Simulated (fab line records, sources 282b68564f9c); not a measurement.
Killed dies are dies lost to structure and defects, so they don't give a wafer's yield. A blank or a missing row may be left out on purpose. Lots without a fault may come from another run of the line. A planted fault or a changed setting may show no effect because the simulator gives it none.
Split-lot experiment | flow rit_cmos | 5 lots, 23 wafers read, on a route of 202 steps

THE SPLIT
At RIT_FOX2_OXIDATION_00 (target thk 350.7 nm, ox time 1130 s), the setting temp_c was moved away from the recipe's 1100 C on 20 of the 23 wafers read, by -2.0% to +2.6%. The other wafers ran this setting at the recipe's value.

FROM THE SPLIT TO THE READING: what the file shows between them, 19 steps
- RIT_FOX2_THK_MEAS_01
- RIT_FOX2_CLEAN_02: cleans in dHF, time 180 s
- RIT_FOX2_WET_ETCH_03: etches Si3N4 in H3PO4, target depth 195 nm, time 2700 s
- RIT_FOX2_THK_MEAS_90
- RIT_PWELL_IMPLANT_08 (also split here: dose_cm2)
- RIT_PWELL_STRIP_09: strips in O2, time 180 s
- RIT_PWELL_TW_MEAS_10
- RIT_WELLDRIVE_ANNEAL_00: time 14700 s
- RIT_WELLDRIVE_RS_MEAS_02: measures by four-point-probe
- RIT_NRETRO_IMPLANT_08 (also split here: dose_cm2)
- RIT_NRETRO_STRIP_09: strips in O2, time 180 s
- RIT_NRETRO_TW_MEAS_10
- RIT_PRETRO_IMPLANT_08 (also split here: dose_cm2)
- RIT_PRETRO_STRIP_09: strips in O2, time 180 s
- RIT_PRETRO_TW_MEAS_10
- RIT_GATE_WET_ETCH_00: etches SiO2 in BOE, target depth 56 nm, time 60 s
- RIT_GATE_CLEAN_01: cleans in SC1, time 600 s
- RIT_GATE_CLEAN_03: cleans in SC2, time 600 s
- RIT_GATE_CLEAN_04: cleans in dHF, time 60 s

THE READING
FIELD_OXIDE_LEFT_2_THK, in nm, at RIT_FOX2_THK_MEAS_91. Fault-free wafers of this fab line usually give 253 nm, standard deviation 6.3 nm.

wafer  | tool, chamber at the split | temp_c as run, C | against the recipe | FIELD_OXIDE_LEFT_2_THK, nm | against lot-mates on the recipe
L076.1 | -, -                       | 1129             | +2.6%              | 304                        | no lot-mate on the recipe
L076.2 | -, -                       | 1129             | +2.6%              | 302                        | no lot-mate on the recipe
L076.3 | -, -                       | 1129             | +2.6%              | 304                        | no lot-mate on the recipe
L076.4 | -, -                       | 1129             | +2.6%              | 303                        | no lot-mate on the recipe
L076.5 | -, -                       | 1129             | +2.6%              | 305                        | no lot-mate on the recipe
L077.1 | -, -                       | 1090             | -0.9%              | 238                        | no lot-mate on the recipe
L077.3 | -, -                       | 1090             | -0.9%              | 240                        | no lot-mate on the recipe
L077.4 | -, -                       | 1090             | -0.9%              | 240                        | no lot-mate on the recipe
L077.5 | -, -                       | 1090             | -0.9%              | 245                        | no lot-mate on the recipe
L077.6 | -, -                       | 1090             | -0.9%              | 241                        | no lot-mate on the recipe
L078.1 | -, -                       | 1078             | -2.0%              | 213                        | no lot-mate on the recipe
L078.2 | -, -                       | 1078             | -2.0%              | 212                        | no lot-mate on the recipe
L078.3 | -, -                       | 1078             | -2.0%              | 212                        | no lot-mate on the recipe
L078.4 | -, -                       | 1078             | -2.0%              | 203                        | no lot-mate on the recipe
L078.5 | -, -                       | 1078             | -2.0%              | 213                        | no lot-mate on the recipe
L079.1 | furnace-01, 0              | 1100             | recipe             | 249                        | -
L079.5 | furnace-01, 0              | 1100             | recipe             | 246                        | -
L079.6 | furnace-01, 0              | 1100             | recipe             | 249                        | -
L082.1 | -, -                       | 1086             | -1.3%              | 233                        | no lot-mate on the recipe
L082.2 | -, -                       | 1086             | -1.3%              | 229                        | no lot-mate on the recipe
L082.3 | -, -                       | 1086             | -1.3%              | 229                        | no lot-mate on the recipe
L082.4 | -, -                       | 1086             | -1.3%              | 236                        | no lot-mate on the recipe
L082.6 | -, -                       | 1086             | -1.3%              | 226                        | no lot-mate on the recipe

THE FIT
A straight line over all 23 wafers: FIELD_OXIDE_LEFT_2_THK changes by +19.3 nm for each +1% of temp_c; r = +0.99; the points scatter about the line by 4.8 nm.
Too few moved wafers have a lot-mate on the recipe to fit a line with each lot's own level taken away.

THE WHOLE CHAIN: every reading that the file lists as answering this split, in the file's order
step                  | what it does                        | reading                                                                           | change (the file's fit)              | r (the file's)
RIT_FOX2_OXIDATION_00 | target thk 350.7 nm, ox time 1130 s | SiO2_of_FOX2_OXIDATION_00.thk_nm (the simulator's own value, which no gauge read) | +19.2 nm for each +1% of the setting | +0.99
RIT_FOX2_THK_MEAS_01  |                                     | FOX2_OXIDE_THK                                                                    | +19.2 for each +1% of the setting    | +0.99
RIT_FOX2_THK_MEAS_90  |                                     | FIELD_OXIDE_LEFT_1_THK                                                            | +19.2 for each +1% of the setting    | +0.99
RIT_FOX2_THK_MEAS_91  |                                     | FIELD_OXIDE_LEFT_2_THK                                                            | +19.2 for each +1% of the setting    | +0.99

THE FILE'S OWN FIT
FIELD_OXIDE_LEFT_2_THK changes by +19.2 nm for each +1% of temp_c, r = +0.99.
